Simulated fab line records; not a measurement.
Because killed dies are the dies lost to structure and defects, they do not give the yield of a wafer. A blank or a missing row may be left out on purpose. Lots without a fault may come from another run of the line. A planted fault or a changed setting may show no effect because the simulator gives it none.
A sampling plan put to the test ; flow berkeley cmos170 ; one line in one fab, 33 faults in these records, each fault weighed on the records of the lots it struck
The line's own looks make up the plan; these are the steps of the route where a gauge or inspection reads the wafer and leaves it unchanged. A look can be judged if struck wafers have a number there and the file gives its usual mean and standard deviation on fault-free wafers. Caught: the struck wafers' mean, at a look after the fault's first step, is 4 or more of those standard deviations (sigma) away from the usual mean. On the tool: the identical test, applied to the tool's own readings at the steps of the fault. Another recipe on the struck wafers, or a record that is blank for them alone, also counts as caught.

== THE FAULTS, as the simulator had put them in ==
1. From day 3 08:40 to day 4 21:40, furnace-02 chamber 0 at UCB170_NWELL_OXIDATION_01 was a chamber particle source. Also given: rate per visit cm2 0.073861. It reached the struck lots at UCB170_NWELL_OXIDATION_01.
2. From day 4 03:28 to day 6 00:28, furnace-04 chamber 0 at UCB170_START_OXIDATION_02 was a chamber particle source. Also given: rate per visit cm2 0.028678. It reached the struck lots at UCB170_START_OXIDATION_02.
3. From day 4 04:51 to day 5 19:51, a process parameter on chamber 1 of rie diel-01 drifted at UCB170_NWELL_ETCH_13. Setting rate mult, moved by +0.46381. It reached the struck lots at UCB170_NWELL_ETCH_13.
4. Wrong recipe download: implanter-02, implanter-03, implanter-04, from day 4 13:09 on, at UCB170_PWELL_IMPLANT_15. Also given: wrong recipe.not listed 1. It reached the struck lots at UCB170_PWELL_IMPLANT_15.
5. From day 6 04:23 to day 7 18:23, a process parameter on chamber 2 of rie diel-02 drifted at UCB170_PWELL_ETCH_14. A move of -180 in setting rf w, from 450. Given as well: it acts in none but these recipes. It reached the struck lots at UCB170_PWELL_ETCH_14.
6. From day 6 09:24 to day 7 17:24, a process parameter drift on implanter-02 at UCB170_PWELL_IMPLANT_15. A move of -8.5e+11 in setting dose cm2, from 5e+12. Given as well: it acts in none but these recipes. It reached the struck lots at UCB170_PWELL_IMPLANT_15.
7. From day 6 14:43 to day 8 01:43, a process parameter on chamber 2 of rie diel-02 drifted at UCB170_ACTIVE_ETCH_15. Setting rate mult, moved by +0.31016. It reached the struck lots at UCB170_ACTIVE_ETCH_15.
8. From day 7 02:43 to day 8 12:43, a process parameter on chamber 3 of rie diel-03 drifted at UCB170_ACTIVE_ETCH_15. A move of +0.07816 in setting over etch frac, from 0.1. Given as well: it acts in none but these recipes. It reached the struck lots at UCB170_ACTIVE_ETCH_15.
9. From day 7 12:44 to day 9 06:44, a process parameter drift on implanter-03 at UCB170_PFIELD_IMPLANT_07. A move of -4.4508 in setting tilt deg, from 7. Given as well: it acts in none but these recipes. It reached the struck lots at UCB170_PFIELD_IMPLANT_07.
10. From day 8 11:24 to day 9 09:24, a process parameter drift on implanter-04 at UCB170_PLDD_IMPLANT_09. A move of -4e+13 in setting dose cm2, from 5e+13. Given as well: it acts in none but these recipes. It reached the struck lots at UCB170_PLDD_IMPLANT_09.
11. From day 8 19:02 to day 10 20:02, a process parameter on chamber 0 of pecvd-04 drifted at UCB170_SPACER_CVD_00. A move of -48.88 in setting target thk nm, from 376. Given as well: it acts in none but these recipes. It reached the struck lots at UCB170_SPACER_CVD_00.
12. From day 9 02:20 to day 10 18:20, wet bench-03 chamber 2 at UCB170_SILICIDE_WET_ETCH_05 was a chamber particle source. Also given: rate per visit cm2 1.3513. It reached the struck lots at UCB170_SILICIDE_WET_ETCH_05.
13. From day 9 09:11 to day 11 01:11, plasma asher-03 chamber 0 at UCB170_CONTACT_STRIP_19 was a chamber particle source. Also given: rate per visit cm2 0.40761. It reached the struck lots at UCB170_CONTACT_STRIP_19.
14. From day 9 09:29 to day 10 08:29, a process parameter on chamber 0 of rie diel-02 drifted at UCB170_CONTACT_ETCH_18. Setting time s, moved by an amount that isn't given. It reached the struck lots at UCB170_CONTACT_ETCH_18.
15. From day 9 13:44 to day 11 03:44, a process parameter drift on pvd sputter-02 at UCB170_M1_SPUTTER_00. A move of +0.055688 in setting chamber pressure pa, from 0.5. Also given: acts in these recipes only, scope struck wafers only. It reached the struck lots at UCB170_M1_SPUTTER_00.
16. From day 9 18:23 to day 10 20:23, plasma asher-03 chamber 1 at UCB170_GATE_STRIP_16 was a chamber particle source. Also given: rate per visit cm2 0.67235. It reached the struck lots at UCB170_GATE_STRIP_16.
17. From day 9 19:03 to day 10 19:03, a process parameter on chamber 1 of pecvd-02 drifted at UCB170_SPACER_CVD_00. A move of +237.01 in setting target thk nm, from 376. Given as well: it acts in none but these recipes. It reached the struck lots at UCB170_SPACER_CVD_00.
18. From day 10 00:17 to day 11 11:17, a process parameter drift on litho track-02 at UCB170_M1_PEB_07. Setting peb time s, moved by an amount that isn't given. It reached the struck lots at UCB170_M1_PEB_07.
19. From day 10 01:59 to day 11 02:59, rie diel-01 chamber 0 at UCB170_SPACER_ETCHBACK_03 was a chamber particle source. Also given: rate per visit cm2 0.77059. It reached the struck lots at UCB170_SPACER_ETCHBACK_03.
20. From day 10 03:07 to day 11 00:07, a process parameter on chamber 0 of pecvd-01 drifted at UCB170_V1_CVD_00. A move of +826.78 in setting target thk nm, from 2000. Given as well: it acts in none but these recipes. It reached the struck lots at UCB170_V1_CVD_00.
21. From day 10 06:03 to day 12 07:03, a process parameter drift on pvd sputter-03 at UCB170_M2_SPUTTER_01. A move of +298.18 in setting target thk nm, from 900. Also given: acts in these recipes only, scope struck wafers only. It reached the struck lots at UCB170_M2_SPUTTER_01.
22. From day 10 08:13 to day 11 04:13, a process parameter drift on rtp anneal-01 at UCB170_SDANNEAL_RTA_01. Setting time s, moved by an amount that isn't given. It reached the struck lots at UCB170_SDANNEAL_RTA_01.
23. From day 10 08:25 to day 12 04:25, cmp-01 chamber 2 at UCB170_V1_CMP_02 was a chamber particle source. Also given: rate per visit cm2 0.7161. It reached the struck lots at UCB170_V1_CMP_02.
24. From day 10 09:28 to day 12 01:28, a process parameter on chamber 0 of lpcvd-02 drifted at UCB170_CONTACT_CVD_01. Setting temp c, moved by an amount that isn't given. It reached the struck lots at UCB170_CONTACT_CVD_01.
25. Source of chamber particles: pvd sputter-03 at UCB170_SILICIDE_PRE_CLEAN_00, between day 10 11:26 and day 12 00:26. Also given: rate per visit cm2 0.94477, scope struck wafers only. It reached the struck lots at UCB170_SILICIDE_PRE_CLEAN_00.
26. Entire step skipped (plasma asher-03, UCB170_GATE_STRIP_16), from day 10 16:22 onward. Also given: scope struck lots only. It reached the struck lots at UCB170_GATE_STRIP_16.
27. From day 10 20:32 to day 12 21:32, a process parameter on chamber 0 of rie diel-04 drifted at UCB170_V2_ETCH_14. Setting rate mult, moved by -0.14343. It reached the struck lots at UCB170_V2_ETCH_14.
28. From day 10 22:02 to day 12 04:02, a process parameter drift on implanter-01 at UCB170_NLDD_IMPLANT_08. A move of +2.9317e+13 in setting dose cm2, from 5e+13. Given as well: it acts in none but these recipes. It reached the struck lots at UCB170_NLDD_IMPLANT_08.
29. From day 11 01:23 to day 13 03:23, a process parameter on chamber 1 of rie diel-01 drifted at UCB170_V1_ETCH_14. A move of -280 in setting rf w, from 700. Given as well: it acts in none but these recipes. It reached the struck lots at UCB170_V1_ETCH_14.
30. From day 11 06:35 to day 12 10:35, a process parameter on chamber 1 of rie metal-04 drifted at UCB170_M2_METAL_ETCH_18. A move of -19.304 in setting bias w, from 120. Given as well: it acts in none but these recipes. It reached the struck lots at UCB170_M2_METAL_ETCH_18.
31. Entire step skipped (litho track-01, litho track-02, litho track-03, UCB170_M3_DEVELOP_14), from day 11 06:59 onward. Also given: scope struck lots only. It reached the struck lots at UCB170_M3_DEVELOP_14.
32. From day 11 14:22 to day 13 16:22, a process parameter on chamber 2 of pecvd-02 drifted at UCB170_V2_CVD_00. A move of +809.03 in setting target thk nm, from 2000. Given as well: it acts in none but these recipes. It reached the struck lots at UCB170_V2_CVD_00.
33. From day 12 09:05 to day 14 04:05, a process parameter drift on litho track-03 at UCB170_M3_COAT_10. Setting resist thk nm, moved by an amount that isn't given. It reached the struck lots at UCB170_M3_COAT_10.

== WHAT THE PLAN SAW ==
fault;on the tool itself;first look that catches it;reading, sigma;median hours from its first step to that look;hours from the fault's start to the first struck lot there;judged looks passed uncaught
1;under 2 sigma;none of the 2 looks that can be judged after it;-;-;-;2
2;under 2 sigma;not the one look that can be judged after it;-;-;-;1
3;only faintly: throttle valve pct -2.1 sigma;none of the 2 looks that can be judged after it;-;-;-;2
4;under 2 sigma;UCB170_PWELL_TW_MEAS_17;PWELL_TW +99 or beyond;0.2;1;0
5;rf fwd power W -99 or beyond sigma;not the one look that can be judged after it;-;-;-;1
6;dose ions cm2 -99 or beyond sigma;UCB170_PWELL_TW_MEAS_17;PWELL_TW -8.7;0.2;12;0
7;under 2 sigma;none of the 2 looks that can be judged after it;-;-;-;2
8;only faintly: oes product au -3.0 sigma;not the one look that can be judged after it;-;-;-;1
9;tilt deg -99 or beyond sigma;none of the 2 looks that can be judged after it;strongest: PFIELD_TW at UCB170_PFIELD_TW_MEAS_09, -3.2;-;-;2
10;dose ions cm2 -99 or beyond sigma;UCB170_PLDD_TW_MEAS_11;PLDD_TW -17;0.2;0;0
11;under 2 sigma;UCB170_SPACER_THK_MEAS_01;SPACER_TEOS_THK -11;0.0;29;0
12;under 2 sigma;none of the 3 looks that can be judged after it;-;-;-;3
13;under 2 sigma;none of the 3 looks that can be judged after it;-;-;-;3
14;run length s +99 or beyond sigma;UCB170_CONTACT_CD_MEAS_90;cd nm +4.9;1.1;1;0
15;chamber pressure pa +55 sigma;not the one look that can be judged after it;strongest: M1_AL_RS at UCB170_M1_RS_MEAS_01, +2.5;-;-;1
16;under 2 sigma;none of the 3 looks that can be judged after it;-;-;-;3
17;only faintly: heater power w +2.1 sigma;UCB170_SPACER_THK_MEAS_01;SPACER_TEOS_THK +47;0.1;5;0
18;heater power total W +65 sigma;UCB170_M1_CD_MEAS_09;cd nm +7.8;0.3;13;0
19;under 2 sigma;none of the 2 looks that can be judged after it;-;-;-;2
20;under 2 sigma;UCB170_V1_THK_MEAS_01;V1_TEOS_THK +37;0.2;12;0
21;under 2 sigma;UCB170_M2_RS_MEAS_02;M2_AL_RS -23;0.1;12;0
22;under 2 sigma;UCB170_SDANNEAL_RS_MEAS_02;PSD_RS +99 or beyond;0.1;2;0
23;under 2 sigma;not the one look that can be judged after it;-;-;-;1
24;susceptor temp C +44 sigma;UCB170_CONTACT_THK_MEAS_02;CONTACT_PSG_THK +11;1.8;6;0
25;no reading that can be judged;not the one look that can be judged after it;-;-;-;1
26;the tool's record is blank for the struck wafers;no look after it can be judged;-;-;-;0
27;under 2 sigma;not the one look that can be judged after it;-;-;-;1
28;dose ions cm2 +99 or beyond sigma;UCB170_NLDD_TW_MEAS_11;NLDD_TW +8.4;0.4;9;0
29;rf fwd power W -99 or beyond sigma;not the one look that can be judged after it;strongest: cd nm at UCB170_V1_CD_MEAS_90, -3.0;-;-;1
30;bias w -54 sigma;no look after it can be judged;-;-;-;0
31;no reading that can be judged;no look after it can be judged;-;-;-;0
32;under 2 sigma;UCB170_V2_THK_MEAS_01;V2_TEOS_THK +27;0.2;6;0
33;under 2 sigma;none of the 2 looks that can be judged after it;-;-;-;2
A dash: the fault isn't caught, or these records don't give the number.

Caught at a look: 13 of 33. Caught on the tool: 12 of 33. By one or the other: 19 of 33.
On the tool alone, faults 5, 9, 15, 26, 29, 30 were caught.
Caught at a look alone: faults 4, 11, 17, 20, 21, 22, 32.
Caught by neither: faults 1, 2, 3, 7, 8, 12, 13, 16, 19, 23, 25, 27, 31, 33.

== THINNER SAMPLING ==
Were the look that catches a fault to measure just every second or every third lot (counted by lot number), the first struck lot would, at worst, be measured this late:
fault;struck lots at that look, in order of time;every lot;every second lot;every third lot
4;L174, L173, L175, L176;1 h;1 h;1 h
6;L696, L697;12 h;23 h;may miss all 2
10;L263, L269;0 h;may miss all 2;may miss all 2
11;L644;29 h;may miss it;may miss it
14;L100, L102;1 h;may miss all 2;may miss all 2
17;L684;5 h;may miss it;may miss it
18;L114, L113;13 h;17 h;may miss all 2
20;L485, L487;12 h;may miss all 2;may miss all 2
21;L552;12 h;may miss it;may miss it
22;L230, L234;2 h;may miss all 2;may miss all 2
24;L527;6 h;may miss it;may miss it
28;L520, L521, L523;9 h;11 h;may miss all 3
32;L454;6 h;may miss it;may miss it
The hour figures run from when the fault began to the first measured lot among those it struck. The limit of 4 sigma was tested on all struck wafers together, so one lot alone may lie under it. Other struck lots may not be in these records.

== THE LONGEST TIMED WAY FROM STEP TO LOOK ==
Fault 24: the median time between UCB170_CONTACT_CVD_01 and UCB170_CONTACT_THK_MEAS_02 is 1.8 hours. No look between them can be judged.
